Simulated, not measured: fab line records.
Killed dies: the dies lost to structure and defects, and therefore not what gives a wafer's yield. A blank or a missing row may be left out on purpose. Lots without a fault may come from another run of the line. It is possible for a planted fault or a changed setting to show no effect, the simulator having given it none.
fab line records | flow ritCmos
record lots=5 | wafers=27
route steps=202 shown ACTIVE@2 FOX2@25 SPACER@130 NSD@131 PSD@151 SDANNEAL@153 CONTACT@175 M1@197
startH: the number of hours between the record's first day and the start of the first shown wafer of the lot | waitH: time in hours since the lot's previous step | " as in the row above | L1.1+2: several wafers, shown together as one row | - no value present, or no start provided | * or withheld: withheld | < > ~ a bound
route shown NAME@n: names a module that has steps shown in the file, with the first one's number in the route | usual: mean/standard deviation of fault-free wafers | same: alike in all rows | chamber/n: place in a boat | sites: each site's reading | _std_site: standard deviation of those values | _edge_site: mean of outer sites minus mean of inner sites | radiusMm: how far each site lies from the wafer's centre | mask NAME#n: copy n | behind: tool/chamber where the wafer was last shaped | hold: reason for holding the lot/hours on hold/outcome of the hold | device: the transistor (n, p or np) that didn't switch | end of line: tests of these same wafers at the route's end | for a step that has no rows: nothing shown but its recipe | killed: dies that structure and defects cost at the first sort, which is not the same as the wafer's yield | map: a wafer's dies, marking killed ones x, the rest . and places with no die _
set.NAME: setting as actually run; set.NAME@STEP: the setting as run at that earlier step | model.NAME: the simulator's own value behind a step, which no gauge read
lots run with intentionally changed settings; tables by step, rows by wafer
## steps
# step RIT_ACTIVE_OXIDATION_01
# recipe tempC=1000 | ambient=O2 | targetThkA=468 | oxTimeS=3360
lot.wafer | tool       | chamber | startH | waitH | set.oxTimeS | model.SiO2_of_ACTIVE_OXIDATION_01.thkNm
L074.1    | -          | -       | -      | 0.1   | 3360        | 47.02
L074.2    | "          | -       | "      | "     | 3360        | 47.8
L074.3    | "          | -       | "      | "     | 3360        | 47.45
L074.4    | "          | -       | "      | "     | 3360        | 47.76
L074.5    | "          | -       | "      | "     | 3360        | 47.4
L074.6    | "          | -       | "      | "     | 3360        | 47.48
L076.1    | -          | -       | -      | 1.1   | 3360        | 46.67
L076.2+3  | "          | -       | "      | "     | 3360        | 46.71
L076.4    | "          | -       | "      | "     | 3360        | 46.94
L076.5    | "          | -       | "      | "     | 3360        | 47.16
L076.6    | "          | -       | "      | "     | 3360        | 47.15
L077.1    | -          | -       | -      | 0.7   | 3360        | 47.61
L077.2    | "          | -       | "      | "     | 3360        | 47.65
L077.3    | "          | -       | "      | "     | 3360        | 47.5
L077.4    | "          | -       | "      | "     | 3360        | 47.1
L077.5    | "          | -       | "      | "     | 3360        | 47.4
L077.6    | "          | -       | "      | "     | 3360        | 48.05
L081.2    | furnace-02 | 0       | 45.12  | 0.1   | 3360        | 45.7
L081.4    | "          | 0       | "      | "     | 3360        | 46.26
L081.6    | "          | 0       | "      | "     | 3360        | 46.41
L083.1    | -          | -       | -      | 0.1   | 4619        | 57.94
L083.2    | "          | -       | "      | "     | 4619        | 57.42
L083.3    | "          | -       | "      | "     | 4619        | 57.98
L083.4    | "          | -       | "      | "     | 4619        | 57.23
L083.5    | "          | -       | "      | "     | 4619        | 57.59
L083.6    | "          | -       | "      | "     | 4619        | 57.33
# step RIT_ACTIVE_THK_MEAS_02
# recipe reads=SiO2_of_ACTIVE_OXIDATION_01
# usual ACTIVE_OXIDE_THK=46.9/0.74
lot.wafer | tool         | chamber | startH | waitH | set.oxTimeS@ACTIVE_OXIDATION_01 | ACTIVE_OXIDE_THK[nm]
L074.1    | filmMetro-03 | -       | -      | -     | 3360                            | 47.0
L074.2    | "            | -       | "      | "     | 3360                            | 47.8
L074.3    | "            | -       | "      | "     | 3360                            | 47.4
L074.4    | "            | -       | "      | "     | 3360                            | 47.8
L074.5    | "            | -       | "      | "     | 3360                            | 47.3
L074.6    | "            | -       | "      | "     | 3360                            | 47.5
L076.1    | filmMetro-02 | -       | -      | -     | 3360                            | 46.7
L076.2    | "            | -       | "      | "     | 3360                            | 46.7
L076.3    | "            | -       | "      | "     | 3360                            | 46.7
L076.4    | "            | -       | "      | "     | 3360                            | 47.0
L076.5    | "            | -       | "      | "     | 3360                            | 47.1
L076.6    | "            | -       | "      | "     | 3360                            | 47.1
L077.1    | filmMetro-02 | -       | -      | -     | 3360                            | 47.6
L077.2    | "            | -       | "      | "     | 3360                            | 47.6
L077.3    | "            | -       | "      | "     | 3360                            | 47.5
L077.4    | "            | -       | "      | "     | 3360                            | 47.0
L077.5    | "            | -       | "      | "     | 3360                            | 47.4
L077.6    | "            | -       | "      | "     | 3360                            | 48.0
L081.2    | filmMetro-02 | -       | 47.06  | 0.0   | 3360                            | 45.7
L081.4    | "            | -       | "      | "     | 3360                            | 46.2
L081.6    | "            | -       | "      | "     | 3360                            | 46.4
L083.1    | filmMetro-02 | -       | -      | -     | 4619                            | 58.0
L083.2    | "            | -       | "      | "     | 4619                            | 57.5
L083.3    | "            | -       | "      | "     | 4619                            | 58.0
L083.4    | "            | -       | "      | "     | 4619                            | 57.2
L083.5    | "            | -       | "      | "     | 4619                            | 57.6
L083.6    | "            | -       | "      | "     | 4619                            | 57.4
# step RIT_ACTIVE_CVD_03
# recipe material=Si3N4 | targetThkNm=150 | tempC=810 | precursor=SiH2Cl2/NH3 | timeS=1500 | pressureMtorr=300 | sih2cl2FlowSccm=60 | nh3FlowSccm=150
# step RIT_FOX2_CLEAN_02
# recipe chemistry=dHF | dilution=50:1 | timeS=180
# step RIT_FOX2_WET_ETCH_03
# recipe chemistry=H3PO4 | target=Si3N4 | targetDepthNm=195 | tempC=165 | timeS=2700
lot.wafer | tool        | chamber | startH | waitH | set.oxTimeS@ACTIVE_OXIDATION_01 | model.SiO2_of_ACTIVE_OXIDATION_01.thkNm
L074.1    | wetBench-03 | 1       | 21.20  | 0.0   | 3360                            | 41.85
L074.2    | "           | 1       | "      | "     | 3360                            | 42.38
L074.3    | "           | 1       | "      | "     | 3360                            | 41.52
L074.4    | "           | 1       | "      | "     | 3360                            | 41.96
L074.5    | "           | 1       | "      | "     | 3360                            | 41.66
L074.6    | "           | 1       | "      | "     | 3360                            | 42.29
L076.1    | wetBench-03 | 1       | 29.52  | 0.0   | 3360                            | 40.76
L076.2    | "           | 1       | "      | "     | 3360                            | 41.32
L076.3    | "           | 1       | "      | "     | 3360                            | 40.97
L076.4    | "           | 1       | "      | "     | 3360                            | 41.69
L076.5    | "           | 1       | "      | "     | 3360                            | 41.37
L076.6    | "           | 1       | "      | "     | 3360                            | 41.19
L077.1    | wetBench-03 | 3       | 35.76  | 0.0   | 3360                            | 42.54
L077.2    | "           | 3       | "      | "     | 3360                            | 42.07
L077.3    | "           | 3       | "      | "     | 3360                            | 41.74
L077.4    | "           | 3       | "      | "     | 3360                            | 41.91
L077.5    | "           | 3       | "      | "     | 3360                            | 41.64
L077.6    | "           | 3       | "      | "     | 3360                            | 42.4
L081.2    | wetBench-03 | 3       | 54.03  | 0.0   | 3360                            | 39.28
L081.4    | "           | 3       | "      | "     | 3360                            | 39
L081.6    | "           | 3       | "      | "     | 3360                            | 41.17
L083.1    | wetBench-02 | 1       | 64.35  | 0.0   | 4619                            | 51.51
L083.2    | "           | 1       | "      | "     | 4619                            | 50.5
L083.3    | "           | 1       | "      | "     | 4619                            | 50.78
L083.4    | "           | 1       | "      | "     | 4619                            | 50.65
L083.5    | "           | 1       | "      | "     | 4619                            | 50.63
L083.6    | "           | 1       | "      | "     | 4619                            | 50.95
# step RIT_SPACER_ETCHBACK_05
# recipe targetDepthA=2500 | SF6_flow_sccm=30 | CHF3_flow_sccm=30 | target=Si3N4 | chemistry=SF6/CHF3 | pressureMtorr=40 | rfW=250 | timeS=240 | stopOn=SiO2
lot.wafer | tool       | chamber | startH | waitH | set.timeS | model.poly-Si_of_GATE_CVD_08.thkNm | model.Si3N4_of_SPACER_CVD_03.thkNm
L074.1    | rieDiel-02 | 0       | 49.45  | 0.1   | 240       | 163.2                              | 194.9
L074.2    | "          | 2       | "      | "     | 377.3     | 133.9                              | 166.5
L074.3    | "          | 1       | "      | "     | 377.3     | 130.7                              | 166.2
L074.4    | "          | 3       | "      | "     | 377.3     | 128.4                              | 165.8
L074.5    | "          | 3       | "      | "     | 240       | 169                                | 196.2
L074.6    | "          | 0       | "      | "     | 240       | 166.1                              | 193.8
L076.1    | rieDiel-01 | 3       | 56.70  | 0.1   | 377.8     | 132.3                              | 158.9
L076.2    | "          | 1       | "      | "     | 377.8     | 134.1                              | 161.3
L076.3    | "          | 0       | "      | "     | 240       | 174.8                              | 194
L076.4    | "          | 2       | "      | "     | 240       | 176.8                              | 193.5
L076.5    | "          | 0       | "      | "     | 240       | 174.2                              | 193.8
L076.6    | "          | 3       | "      | "     | 377.8     | 133.2                              | 161
L077.1    | rieDiel-03 | 3       | 64.77  | 0.1   | 240       | 171.6                              | 196.3
L077.2    | "          | 2       | "      | "     | 240       | 174.1                              | 195.5
L077.3    | "          | 0       | "      | "     | 240       | 172.6                              | 195.8
L077.4    | "          | 1       | "      | "     | 141.7     | 197.7                              | 215.4
L077.5    | "          | 2       | "      | "     | 141.7     | 197.5                              | 218
L077.6    | "          | 1       | "      | "     | 141.7     | 197.7                              | 217.1
L081.2    | rieDiel-02 | 2       | 80.70  | 0.0   | 240       | 170.8                              | 196.2
L081.4    | "          | 3       | "      | "     | 240       | 169.3                              | 197.4
L081.6    | "          | 3       | "      | "     | 240       | 169.3                              | 194.7
L083.1    | rieDiel-02 | 1       | 90.93  | 0.1   | 240       | 167.2                              | 200.4
L083.2    | "          | 2       | "      | "     | 240       | 167.4                              | 199.7
L083.3    | "          | 3       | "      | "     | 240       | 164.9                              | 198
L083.4    | "          | 0       | "      | "     | 240       | 163.6                              | 195.8
L083.5    | "          | 1       | "      | "     | 240       | 167.1                              | 200.5
L083.6    | "          | 0       | "      | "     | 240       | 163.1                              | 196.5
# step RIT_NSD_HMDS_00
# recipe primeTimeS=60 | primeTempC=140
# step RIT_NSD_COAT_01
# recipe resist=NOVOLAK | spinRpm=3250 | resistThkNm=1000
# step RIT_PSD_STRIP_09
# recipe chemistry=O2 | timeS=180 | resist=NOVOLAK | platenTempC=withheld | powerW=500 | pressureMtorr=4000 | o2FlowSccm=4000
# step RIT_SDANNEAL_CLEAN_00
# recipe chemistry=SC1 | mix=3:3:50 | timeS=600 | tempC=75
lot.wafer | tool        | chamber | startH | waitH | set.timeS@SPACER_ETCHBACK_05 | model.SiO2_of_FOX2_OXIDATION_00.thkNm
L074.1    | wetBench-03 | 3       | 52.70  | 0.1   | 240                          | 177
L074.2    | "           | 3       | "      | "     | 377.3                        | 156.9
L074.3    | "           | 3       | "      | "     | 377.3                        | 146.9
L074.4    | "           | 3       | "      | "     | 377.3                        | 144.3
L074.5    | "           | 3       | "      | "     | 240                          | 184.8
L074.6    | "           | 3       | "      | "     | 240                          | 179.6
L076.1    | wetBench-04 | 3       | 59.70  | 0.1   | 377.8                        | 156.2
L076.2    | "           | 3       | "      | "     | 377.8                        | 154.7
L076.3    | "           | 3       | "      | "     | 240                          | 188.2
L076.4    | "           | 3       | "      | "     | 240                          | 189.1
L076.5    | "           | 3       | "      | "     | 240                          | 187.4
L076.6    | "           | 3       | "      | "     | 377.8                        | 154.9
L077.1    | wetBench-02 | 3       | 67.90  | 0.1   | 240                          | 171.5
L077.2    | "           | 3       | "      | "     | 240                          | 172.6
L077.3    | "           | 3       | "      | "     | 240                          | 168.2
L077.4    | "           | 3       | "      | "     | 141.7                        | 190.3
L077.5    | "           | 3       | "      | "     | 141.7                        | 188.8
L077.6    | "           | 3       | "      | "     | 141.7                        | 187.3
L081.2    | wetBench-04 | 1       | 83.69  | 0.0   | 240                          | 170.2
L081.4    | "           | 1       | "      | "     | 240                          | 171.4
L081.6    | "           | 1       | "      | "     | 240                          | 174.1
L083.1    | wetBench-03 | 1       | 94.05  | 0.1   | 240                          | 178.9
L083.2    | "           | 1       | "      | "     | 240                          | 174.9
L083.3    | "           | 1       | "      | "     | 240                          | 174.6
L083.4    | "           | 1       | "      | "     | 240                          | 171.6
L083.5    | "           | 1       | "      | "     | 240                          | 170.1
L083.6    | "           | 1       | "      | "     | 240                          | 173
# step RIT_CONTACT_DEVELOP_07
# recipe resist=NOVOLAK | developTimeS=120 | devTempC=23
lot.wafer  | tool          | chamber | startH | waitH | set.developTimeS
L074.1+3+4 | lithoTrack-03 | 0       | -      | -     | 100.2
L074.2+5+6 | "             | 0       | "      | "     | 120
L076.1+3+6 | lithoTrack-04 | 0       | -      | -     | 175.5
L076.2+4+5 | "             | 0       | "      | "     | 120
L077.1+3+4 | lithoTrack-04 | 0       | -      | -     | 120
L077.2+5+6 | "             | 0       | "      | "     | 189.6
L081.2+4+6 | lithoTrack-03 | 0       | -      | -     | 120
L083.1+4+5 | lithoTrack-01 | 0       | -      | -     | 142.5
L083.2+3+6 | "             | 0       | "      | "     | 120
# step RIT_CONTACT_CD_MEAS_08
# recipe targetCdNm=1000
# usual cdNm=999.3/2
lot.wafer | tool     | chamber | startH | waitH | set.developTimeS@CONTACT_DEVELOP_07 | cdNm
L074.1    | cdSem-02 | -       | 55.25  | -     | 100.2                               | 986.7
L074.2    | "        | -       | "      | "     | 120                                 | 1001.4
L074.3    | "        | -       | "      | "     | 100.2                               | 985.0
L074.4    | "        | -       | "      | "     | 100.2                               | 985.2
L074.5    | "        | -       | "      | "     | 120                                 | 1001.9
L074.6    | "        | -       | "      | "     | 120                                 | 1000.3
L076.1    | cdSem-02 | -       | 62.55  | -     | 175.5                               | 1027.5
L076.2    | "        | -       | "      | "     | 120                                 | 997.0
L076.3    | "        | -       | "      | "     | 175.5                               | 1025.2
L076.4    | "        | -       | "      | "     | 120                                 | 996.1
L076.5    | "        | -       | "      | "     | 120                                 | 996.3
L076.6    | "        | -       | "      | "     | 175.5                               | 1025.9
L077.1    | cdSem-02 | -       | 70.41  | -     | 120                                 | 996.8
L077.2    | "        | -       | "      | "     | 189.6                               | 1031.2
L077.3    | "        | -       | "      | "     | 120                                 | 996.6
L077.4    | "        | -       | "      | "     | 120                                 | 995.6
L077.5    | "        | -       | "      | "     | 189.6                               | 1031.6
L077.6    | "        | -       | "      | "     | 189.6                               | 1032.1
L081.2    | cdSem-02 | -       | 86.38  | -     | 120                                 | 1002.6
L081.4    | "        | -       | "      | "     | 120                                 | 1000.5
L081.6    | "        | -       | "      | "     | 120                                 | 1001.5
L083.1    | cdSem-01 | -       | 96.55  | -     | 142.5                               | 1012.4
L083.2    | "        | -       | "      | "     | 120                                 | 999.4
L083.3    | "        | -       | "      | "     | 120                                 | 1000.4
L083.4    | "        | -       | "      | "     | 142.5                               | 1014.2
L083.5    | "        | -       | "      | "     | 142.5                               | 1015.9
L083.6    | "        | -       | "      | "     | 120                                 | 1001.8
# step RIT_CONTACT_HARDBAKE_10
# recipe resist=NOVOLAK | tempC=140 | timeS=60
# step RIT_CONTACT_ETCH_11
# recipe targetDepthA=4800 | overEtchFrac=0.2 | stopOn=TiSi2 | chemistry=CHF3/CF4/Ar | target=SiO2 | CHF3_flow_sccm=50 | cf4FlowSccm=10 | Ar_flow_sccm=100 | O2_flow_sccm=5 | pressureMtorr=100 | rfW=200 | timeS=320
lot.wafer  | tool       | chamber | startH | waitH | set.developTimeS@CONTACT_DEVELOP_07 | model.CONTACT.cdNm
L074.1     | rieDiel-02 | 1       | 55.61  | 0.1   | 100.2                               | 986.1
L074.2+5   | "          | 0,3     | "      | "     | 120                                 | 1002
L074.3     | "          | 3       | "      | "     | 100.2                               | 984.9
L074.4     | "          | 2       | "      | "     | 100.2                               | 984.2
L074.6     | "          | 0       | "      | "     | 120                                 | 1000
L076.1     | rieDiel-02 | 2       | 62.96  | 0.1   | 175.5                               | 1027
L076.2     | "          | 0       | "      | "     | 120                                 | 997.2
L076.3     | "          | 3       | "      | "     | 175.5                               | 1025
L076.4     | "          | 1       | "      | "     | 120                                 | 996.1
L076.5     | "          | 3       | "      | "     | 120                                 | 996.4
L076.6     | "          | 0       | "      | "     | 175.5                               | 1026
L077.1     | rieDiel-04 | 3       | 70.72  | 0.1   | 120                                 | 996.3
L077.2+5+6 | "          | 0,0,1   | "      | "     | 189.6                               | 1032
L077.3     | "          | 2       | "      | "     | 120                                 | 996.1
L077.4     | "          | 1       | "      | "     | 120                                 | 995.4
L081.2     | rieDiel-03 | 3       | 86.66  | 0.1   | 120                                 | 1003
L081.4+6   | "          | 0,2     | "      | "     | 120                                 | 1001
L083.1     | rieDiel-04 | 0       | 96.86  | 0.1   | 142.5                               | 1013
L083.2     | "          | 3       | "      | "     | 120                                 | 999.3
L083.3     | "          | 2       | "      | "     | 120                                 | 1000
L083.4     | "          | 1       | "      | "     | 142.5                               | 1014
L083.5     | "          | 0       | "      | "     | 142.5                               | 1016
L083.6     | "          | 3       | "      | "     | 120                                 | 1002
# step RIT_CONTACT_STRIP_12
# recipe chemistry=O2 | timeS=180 | resist=NOVOLAK | platenTempC=withheld | powerW=500 | pressureMtorr=4000 | o2FlowSccm=4000
# step RIT_CONTACT_CD_MEAS_90
# recipe targetCdNm=1000
# usual cdNm=999.2/2.1
lot.wafer | tool     | chamber | startH | waitH | set.developTimeS@CONTACT_DEVELOP_07 | cdNm
L074.1    | cdSem-01 | -       | 55.98  | 0.1   | 100.2                               | 986.2
L074.2    | "        | -       | "      | "     | 120                                 | 1001.9
L074.3    | "        | -       | "      | "     | 100.2                               | 985.2
L074.4    | "        | -       | "      | "     | 100.2                               | 984.2
L074.5    | "        | -       | "      | "     | 120                                 | 1001.8
L074.6    | "        | -       | "      | "     | 120                                 | 999.9
L076.1    | cdSem-01 | -       | 63.33  | 0.1   | 175.5                               | 1026.9
L076.2    | "        | -       | "      | "     | 120                                 | 997.3
L076.3    | "        | -       | "      | "     | 175.5                               | 1025.0
L076.4    | "        | -       | "      | "     | 120                                 | 996.1
L076.5    | "        | -       | "      | "     | 120                                 | 996.3
L076.6    | "        | -       | "      | "     | 175.5                               | 1025.1
L077.1    | cdSem-01 | -       | 71.09  | 0.1   | 120                                 | 996.2
L077.2    | "        | -       | "      | "     | 189.6                               | 1031.7
L077.3    | "        | -       | "      | "     | 120                                 | 996.2
L077.4    | "        | -       | "      | "     | 120                                 | 995.6
L077.5    | "        | -       | "      | "     | 189.6                               | 1031.9
L077.6    | "        | -       | "      | "     | 189.6                               | 1031.7
L081.2    | cdSem-02 | -       | 87.05  | 0.1   | 120                                 | 1003.3
L081.4    | "        | -       | "      | "     | 120                                 | 1000.9
L081.6    | "        | -       | "      | "     | 120                                 | 1001.7
L083.1    | cdSem-01 | -       | 97.22  | 0.1   | 142.5                               | 1013.1
L083.2    | "        | -       | "      | "     | 120                                 | 999.1
L083.3    | "        | -       | "      | "     | 120                                 | 1000.0
L083.4    | "        | -       | "      | "     | 142.5                               | 1014.1
L083.5    | "        | -       | "      | "     | 142.5                               | 1016.5
L083.6    | "        | -       | "      | "     | 120                                 | 1002.4
# step RIT_M1_STRIP_13
# recipe chemistry=nmp | resist=NOVOLAK | tempC=80 | timeS=600 | dry=n2Spin
lot.wafer        | tool        | chamber | startH | waitH | set.timeS
L074.1+2+3+4+5+6 | -           | -       | -      | 0.1   | 600
L076.1+2+3+4+5+6 | -           | -       | -      | 0.1   | 429.5
L077.1+2+3+4+5+6 | -           | -       | -      | 0.1   | 315.8
L081.2+4+6       | wetBench-02 | 0       | 89.58  | 0.1   | 600
L083.1+2+3+4+5+6 | -           | -       | -      | 0.1   | 393.5
# step RIT_M1_STRIP_14
# recipe chemistry=O2 | timeS=180 | platenTempC=withheld | powerW=500 | pressureMtorr=4000 | o2FlowSccm=4000
# step RIT_M1_ANNEAL_15
# recipe tempC=450 | timeS=1800 | ambient=forming_gas_H2N2
# step RIT_M1_PROBE_99
lot.wafer  | tool      | chamber | startH | waitH | set.timeS@SPACER_ETCHBACK_05 | model.etest.pldd.rsOhmSq | model.etest.nldd.rsOhmSq | model.etest.pplusSal.widthNm | model.etest.nplusSal.widthNm | model.etest.pwellPinched.rsOhmSq | model.etest.pldd.lineOhmUm | model.etest.nwellPinched.rsOhmSq | model.etest.nldd.lineOhmUm
L074.1     | prober-02 | -       | 61.55  | 0.1   | 240                          | 566.6                    | 396.5                    | 3482                         | 3477                         | 463.4                            | 176.9                      | 343.3                            | 123.5
L074.2     | prober-02 | -       | 61.60  | 0.1   | 377.3                        | 150.6                    | 113.3                    | 3669                         | 3669                         | 611.5                            | 45.1                       | 452.7                            | 33.59
L074.3     | prober-02 | -       | 61.65  | 0.2   | 377.3                        | 4.284                    | 4.313                    | 3700                         | 3689                         | 608.5                            | 1.304                      | 452.9                            | 1.298
L074.4     | prober-02 | -       | 61.70  | 0.2   | 377.3                        | 4.323                    | 4.273                    | 3711                         | 3699                         | 632.5                            | 1.336                      | 459.9                            | 1.313
L074.5     | prober-02 | -       | 61.75  | 0.2   | 240                          | 564.4                    | 398.2                    | 3413                         | 3413                         | 458.2                            | 180.1                      | 337.6                            | 125.8
L074.6     | prober-02 | -       | 61.80  | 0.2   | 240                          | 562.9                    | 395.6                    | 3468                         | 3470                         | 471.2                            | 179.4                      | 342.9                            | 124.5
L076.1     | prober-02 | -       | 67.94  | 0.1   | 377.8                        | 4.42                     | 4.376                    | 3713                         | 3718                         | 631.9                            | 1.331                      | 484.1                            | 1.329
L076.2     | prober-02 | -       | 67.99  | 0.1   | 377.8                        | 4.35                     | 4.343                    | 3704                         | 3706                         | 618.8                            | 1.323                      | 472.8                            | 1.295
L076.3     | prober-02 | -       | 68.04  | 0.2   | 240                          | 503.2                    | 392.4                    | 3461                         | 3452                         | 449.5                            | 160.2                      | 335.9                            | 124
L076.4     | prober-02 | -       | 68.09  | 0.2   | 240                          | 495.3                    | 390.1                    | 3434                         | 3434                         | 445.2                            | 157                        | 336                              | 122.8
L076.5     | prober-02 | -       | 68.14  | 0.2   | 240                          | 499.1                    | 390.9                    | 3410                         | 3432                         | 448.3                            | 158.8                      | 333                              | 124.2
L076.6     | prober-02 | -       | 68.19  | 0.2   | 377.8                        | 4.372                    | 4.389                    | 3695                         | 3721                         | 633.3                            | 1.334                      | 473.6                            | 1.314
L077.1     | prober-01 | -       | 75.80  | 0.1   | 240                          | 472.1                    | 401                      | 3457                         | 3454                         | 469.2                            | 146.4                      | 338.3                            | 126.7
L077.2     | prober-01 | -       | 75.85  | 0.1   | 240                          | 474.2                    | 397.2                    | 3440                         | 3434                         | 466.2                            | 149.7                      | 337.2                            | 126.9
L077.3     | prober-01 | -       | 75.90  | 0.2   | 240                          | 462.4                    | 392.7                    | 3479                         | 3453                         | 468.4                            | 146                        | 341.8                            | 124
L077.4+5+6 | prober-01 | -       | 75.95  | 0.2   | 141.7                        | -                        | -                        | -                            | -                            | -                                | -                          | -                                | -
L081.2     | prober-01 | -       | 91.74  | 0.1   | 240                          | 462.2                    | 345.3                    | 3450                         | 3453                         | 457.4                            | 144.4                      | 341.7                            | 109
L081.4     | prober-01 | -       | 91.84  | 0.2   | 240                          | 446.8                    | 337.3                    | 3470                         | 3464                         | 460.1                            | 141.1                      | 341.3                            | 105.8
L081.6     | prober-01 | -       | 91.94  | 0.2   | 240                          | 449.6                    | 338.2                    | 3469                         | 3467                         | 469.3                            | 142.2                      | 346                              | 107.1
L083.1     | prober-01 | -       | 101.83 | 0.1   | 240                          | 541.5                    | 386.6                    | 3356                         | 3366                         | 450.3                            | 178.1                      | 334.9                            | 127.8
L083.2     | prober-01 | -       | 101.88 | 0.1   | 240                          | 546.2                    | 390.3                    | 3364                         | 3380                         | 453.2                            | 180.8                      | 335.6                            | 127.7
L083.3     | prober-01 | -       | 101.93 | 0.2   | 240                          | 528.3                    | 381.7                    | 3380                         | 3380                         | 461                              | 171.4                      | 339.6                            | 125
L083.4     | prober-01 | -       | 101.98 | 0.2   | 240                          | 558.1                    | 394.8                    | 3396                         | 3391                         | 463.2                            | 181.7                      | 342.1                            | 128.5
L083.5     | prober-01 | -       | 102.03 | 0.2   | 240                          | 536.2                    | 387.3                    | 3350                         | 3361                         | 453.4                            | 175.7                      | 335.6                            | 126.7
L083.6     | prober-01 | -       | 102.08 | 0.2   | 240                          | 548.9                    | 389.4                    | 3408                         | 3413                         | 465.7                            | 180.5                      | 345.4                            | 126.6
# killed by level:class
L081.2 GATE:geometricParticle:open=2 FOX1:geometricParticle:open=1 GATE:geometricParticle:short=1
L081.4 FOX1:geometricParticle:short=1 FOX2:geometricParticle:short=1 SPACER:geometricParticle:open=1 SILICIDE:geometricParticle:open=1
L081.6 GATE:geometricParticle:short=1 GATE:geometricParticle:open=1
## key
split step=RIT_ACTIVE_OXIDATION_01 | setting=oxTimeS | stated=3360 | by=lot
response step=RIT_ACTIVE_OXIDATION_01 | reading=model.SiO2_of_ACTIVE_OXIDATION_01.thkNm | change=+0.279 | per=1% | r=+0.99
response step=RIT_ACTIVE_THK_MEAS_02 | reading=ACTIVE_OXIDE_THK | change=+0.279 | per=1% | r=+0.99
response step=RIT_FOX2_WET_ETCH_03 | reading=model.SiO2_of_ACTIVE_OXIDATION_01.thkNm | change=+0.25 | per=1% | r=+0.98
split step=RIT_SPACER_ETCHBACK_05 | setting=timeS | stated=240 | by=wafer
response step=RIT_SPACER_ETCHBACK_05 | reading=model.poly-Si_of_GATE_CVD_08.thkNm | change=-0.659 | per=1% | r=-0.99
response step=RIT_SPACER_ETCHBACK_05 | reading=model.Si3N4_of_SPACER_CVD_03.thkNm | change=-0.536 | per=1% | r=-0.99
response step=RIT_SDANNEAL_CLEAN_00 | reading=model.SiO2_of_FOX2_OXIDATION_00.thkNm | change=-0.535 | per=1% | r=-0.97
response step=RIT_M1_PROBE_99 | reading=model.etest.pldd.rsOhmSq | shape=bent | atLowest=512.1 | atStated=512.1 | atHighest=4.381
response step=RIT_M1_PROBE_99 | reading=model.etest.nldd.rsOhmSq | change=-6.48 | per=1% | r=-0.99
response step=RIT_M1_PROBE_99 | reading=model.etest.pplusSal.widthNm | change=+4.43 | per=1% | r=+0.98
response step=RIT_M1_PROBE_99 | reading=model.etest.nplusSal.widthNm | change=+4.43 | per=1% | r=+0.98
response step=RIT_M1_PROBE_99 | reading=model.etest.pwellPinched.rsOhmSq | change=+2.91 | per=1% | r=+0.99
split step=RIT_CONTACT_DEVELOP_07 | setting=developTimeS | stated=120 | by=wafer
response step=RIT_CONTACT_CD_MEAS_08 | reading=cdNm | change=+0.642 | per=1% | r=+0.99
response step=RIT_CONTACT_ETCH_11 | reading=model.CONTACT.cdNm | change=+0.647 | per=1% | r=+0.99
response step=RIT_CONTACT_CD_MEAS_90 | reading=cdNm | change=+0.644 | per=1% | r=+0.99
split step=RIT_M1_STRIP_13 | setting=timeS | stated=600 | by=lot
response none clear
